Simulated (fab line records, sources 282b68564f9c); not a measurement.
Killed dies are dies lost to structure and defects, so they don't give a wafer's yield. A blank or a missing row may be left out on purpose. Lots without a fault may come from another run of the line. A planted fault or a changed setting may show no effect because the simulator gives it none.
A struck lot beside a sound one | flow rit_cmos | 44 steps out of a route of 202
Sound: wafers L332.2, L332.5, L332.6. Struck: wafers L328.1, L328.2, L328.3. The cause comes at the end.
At each step with rows: each side's tool, then ch and its chambers, then its first start. Under that, the readings that differ: sound wafers | struck wafers | difference of the means | sigmas: that difference in standard deviations of wafers without a fault.
alike: readings whose means differ by less than 2 such deviations, and words and numbers that are the same on both sides. not compared: withheld readings, readings that some wafer has no value for, bounds like >300 that may hide the same value, and numbers for which the record gives no deviation and whose values overlap.
The two part at a step that has a row with sigmas, a row that says differs or no value, or rows on one side only. Numbers that don't overlap but have no deviation are shown without sigmas and don't part them. A reading that every wafer of one side lacks parts them only if that side has two wafers or more.

first, 3 steps without rows for these wafers: RIT_REOX_CLEAN_01 (cleans in dHF, time 30 s); RIT_REOX_CLEAN_02 (cleans in SC2, time 600 s); RIT_REOX_OXIDATION_03 (target thk 25.2 nm, ox time 5580 s).
RIT_REOX_THK_MEAS_04:
  sound on film_metro-02, day 5 18:01; struck on film_metro-03, day 4 22:59
  alike: REOX_OXIDE_THK
then, 6 steps without rows for these wafers: RIT_NLDD_HMDS_00 (prime time 60 s); RIT_NLDD_COAT_01 (resist thk 1000 nm); RIT_NLDD_SOFTBAKE_02 (time 60 s); RIT_NLDD_EXPOSE_03 (exposes mask M7, target cd 40700 nm); RIT_NLDD_PEB_04; RIT_NLDD_DEVELOP_05 (develop time 50 s).
RIT_NLDD_OVL_MEAS_06:
  sound on overlay-02, day 5 18:55; struck on overlay-01, day 5 00:09
  reading       | sound          | struck       | difference | sigmas
  NLDD_OVL (nm) | -5.0 -3.4 -5.8 | 0.5 2.8 -0.4 | +5.7       | +3
then, 1 step without rows for these wafers: RIT_NLDD_HARDBAKE_07 (time 60 s).
RIT_NLDD_IMPLANT_08:
  sound on implanter-02 ch 0, day 5 19:07; struck on implanter-01 ch 0, day 5 00:20
  reading                   | sound                | struck               | difference | sigmas
  beam_energy_keV           | 20.001 20.003 19.998 | 13.991 14.003 13.992 | -6.005     | -99 or more
  model.implant.rp_nm (nm)  | 27.34 27.34 27.34    | 22.04 22.04 22.04    | -5.30      |
  model.implant.drp_nm (nm) | 12.97 12.97 12.97    | 10.46 10.46 10.46    | -2.51      |
RIT_NLDD_STRIP_09: strips in O2, time 180 s.
  sound on plasma_asher-04 ch 0,1, day 5 19:14; struck on plasma_asher-01 ch 0,1, day 5 00:29
  alike: drypump_motor_current_A
  not compared: rf_hours_counter_h
RIT_NLDD_TW_MEAS_10:
  sound on film_metro-03, day 5 19:26; struck on film_metro-04, day 5 00:40
  reading | sound          | struck         | difference | sigmas
  NLDD_TW | 2480 2470 2490 | 2255 2253 2258 | -225       | -17
then, 6 steps without rows for these wafers: RIT_PLDD_HMDS_00 (prime time 60 s); RIT_PLDD_COAT_01 (resist thk 1000 nm); RIT_PLDD_SOFTBAKE_02 (time 60 s); RIT_PLDD_EXPOSE_03 (exposes mask M8, target cd 40900 nm); RIT_PLDD_PEB_04; RIT_PLDD_DEVELOP_05 (develop time 50 s).
RIT_PLDD_OVL_MEAS_06:
  sound on overlay-02, day 5 20:28; struck on overlay-02, day 5 01:34
  alike: PLDD_OVL
then, 2 steps without rows for these wafers: RIT_PLDD_HARDBAKE_07 (time 60 s); RIT_PLDD_IMPLANT_08.
RIT_PLDD_STRIP_09: strips in O2, time 180 s.
  sound on plasma_asher-04 ch 0,1, day 5 20:48; struck on plasma_asher-03 ch 0,1, day 5 01:55
  alike: drypump_motor_current_A
  not compared: rf_hours_counter_h
RIT_PLDD_TW_MEAS_10:
  sound on film_metro-04, day 5 20:59; struck on film_metro-04, day 5 02:05
  alike: PLDD_TW
then, 4 steps without rows for these wafers: RIT_SPACER_CLEAN_00 (cleans in SC1, time 600 s); RIT_SPACER_CLEAN_01 (cleans in dHF, time 30 s); RIT_SPACER_CLEAN_02 (cleans in SC2, time 600 s); RIT_SPACER_CVD_03 (deposits Si3N4 from SiH2Cl2/NH3, target thk 250 nm, time 3300 s).
RIT_SPACER_THK_MEAS_04:
  sound on film_metro-04, day 5 23:29; struck on film_metro-02, day 5 06:58
  alike: SPACER_NITRIDE_THK
RIT_SPACER_ETCHBACK_05: etches Si3N4 in SF6/CHF3, stops on SiO2, target depth 250 nm, time 240 s.
  sound on rie_diel-04 ch 0,3, day 5 23:32; struck on rie_diel-04 ch 0,1,2, day 5 07:02
  alike: CHF3_flow_sccm, drypump_motor_current_A, oes_product_au, throttle_valve_pct
  not compared: rf_hours_counter_h
then, 6 steps without rows for these wafers: RIT_NSD_HMDS_00 (prime time 60 s); RIT_NSD_COAT_01 (resist thk 1000 nm); RIT_NSD_SOFTBAKE_02 (time 60 s); RIT_NSD_EXPOSE_03 (exposes mask M9, target cd 40700 nm); RIT_NSD_PEB_04; RIT_NSD_DEVELOP_05 (develop time 50 s).
RIT_NSD_OVL_MEAS_06:
  sound on overlay-01, day 6 00:40; struck on overlay-01, day 5 08:09
  alike: NSD_OVL
then, 2 steps without rows for these wafers: RIT_NSD_HARDBAKE_07 (time 60 s); RIT_NSD_IMPLANT_08.
RIT_NSD_STRIP_09: strips in O2, time 180 s.
  sound on plasma_asher-03 ch 0,1, day 6 01:00; struck on plasma_asher-01 ch 0,1, day 5 08:29
  alike: drypump_motor_current_A
  not compared: rf_hours_counter_h
RIT_SDANNEAL_RS_MEAS_07: measures by four-point-probe.
  sound on film_metro-02, day 6 03:38; struck on film_metro-03, day 5 11:10
  reading          | sound             | struck            | difference | sigmas
  NLDD_RS (ohm/sq) | 151.5 151.1 151.5 | 158.0 158.1 158.0 | +6.7       | +14
RIT_M1_PROBE_99:
  sound on prober-02, day 6 10:39; struck on prober-02, day 5 18:08
  reading                             | sound             | struck            | difference | sigmas
  model.etest.nmos_0p15.r_on_ohm_um   | 1117 1168 1126    | 1512 1480 1399    | +327       |
  model.etest.nmos_0p3.r_on_ohm_um    | 2156 2181 2128    | 2542 2491 2444    | +337       |
  model.etest.nldd.rs_ohm_sq          | 395.2 382.9 392.1 | 650.3 643.2 628.4 | +250.6     |
  model.etest.nmos_turned.drive_ua_um | 320 321.2 317.6   | 173.4 178.7 190.3 | -138.8     |
  model.etest.nmos_0p15.drive_ua_um   | 480.8 474.5 477.6 | 380.1 383.9 394.3 | -91.5      |
  model.etest.nldd.line_ohm_um        | 124.6 123.1 122.3 | 202.3 200.8 194.9 | +76.0      |
  model.etest.nmos_narrow.drive_ua_um | 228.1 229.5 232.1 | 206.7 209.2 211.4 | -20.8      |
  model.etest.nmos_0p3.drive_ua_um    | 229.9 231.8 229.3 | 207.1 208.9 209.6 | -21.8      |
  alike: killed_at_front_end, killed_dies, killed_open, killed_short

WHERE THEY PART
First at RIT_NLDD_OVL_MEAS_06; last, within this record, at RIT_SDANNEAL_RS_MEAS_07. Later steps at which nothing parts them and some readings are alike: RIT_M1_PROBE_99.

WHY: what the simulator had put in
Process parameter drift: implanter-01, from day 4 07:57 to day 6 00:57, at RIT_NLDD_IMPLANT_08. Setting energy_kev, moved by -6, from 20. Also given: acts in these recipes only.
